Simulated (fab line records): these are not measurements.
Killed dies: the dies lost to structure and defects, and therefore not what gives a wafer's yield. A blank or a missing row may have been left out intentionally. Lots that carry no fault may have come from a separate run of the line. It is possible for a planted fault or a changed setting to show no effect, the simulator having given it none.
2 desks looking at one fault ; flow rit-cmos ; what lay behind the numbers comes last; until then each desk has only its own

== FOR THE TOOL OWNER'S DESK: litho-track-02 ==
The tool's own readings at RIT_M1_COAT_04 (resist thk 1300 nm): means of the sampled wafers that have a number, for each lot that ran on this tool. Any lot whose mean is over 4 standard deviations away from the usual mean is out of limits and marked OUT; that distance is given in the brackets.
Columns: A = chill-plate-temp-C at RIT_M1_COAT_04, usual 23.01 C; B = dispense-pressure-kPa at RIT_M1_COAT_04, usual 49.7 kPa
lot;first seen here;A;B
L247;day 3 17:31;23.10;50.1
L250;day 4 05:37;22.92;50.1
L254;day 5 06:52;23.01;50.1
L267;day 7 18:28;23.05;50.1
L269;day 8 05:28;22.98;50.1
Finding of this desk: none of the 5 lots has anything out of limits.

== METROLOGY DESK ==
Lot by lot, what the gauges showed, no matter which tool ran the lot: averages of those sampled wafers that carry a number. Any lot whose mean is over 4 standard deviations away from the usual mean is out of limits and marked OUT; that distance is given in the brackets.
Columns: A = INCOMING_BOW at RIT_ACTIVE_BOW_MEAS_00, usual 1 um; B = PRETRO_OVL at RIT_PRETRO_OVL_MEAS_06, usual 0.6 nm; C = GATE_OVL at RIT_GATE_OVL_MEAS_17, usual 1.0 nm; D = cd-nm at RIT_M1_CD_MEAS_09, usual 2599.4 nm
lot;first seen here;A;B;C;D
L247;day 1 15:00;-4;0.4;0.2;2600.0
L249;day 2 01:00;-0;-1.7;1.6;2598.6
L250;day 2 06:00;3;0.4;1.6;2599.7
L251;day 2 11:00;-4;0.2;0.5;2599.1
L252;day 2 16:00;-0;0.3;1.5;2598.2
L253;day 2 21:00;-3;1.3;0.9;2599.6
L254;day 3 02:01;4;-0.1;1.1;2601.7
L256;day 3 12:01;5;-0.8;2.9;-
L257;day 3 17:01;-1;1.2;2.4;-
L261;day 4 13:00;6;0.7;0.5;2602.4
L266;day 5 14:00;-4;1.4;1.2;2596.6
L267;day 5 19:02;4;-0.5;1.0;2598.3
L268;day 6 00:00;-1;1.2;-0.1;2598.8
L269;day 6 05:00;-2;-0.6;-0.6;2601.4
Finding of this desk: none of the 14 lots has anything out of limits.

== PUT TOGETHER ==
The desk of the tool owner found nothing out of limits.
Nothing out of limits was seen by the metrology desk.

== WHAT WAS PUT IN BY THE SIMULATOR ==
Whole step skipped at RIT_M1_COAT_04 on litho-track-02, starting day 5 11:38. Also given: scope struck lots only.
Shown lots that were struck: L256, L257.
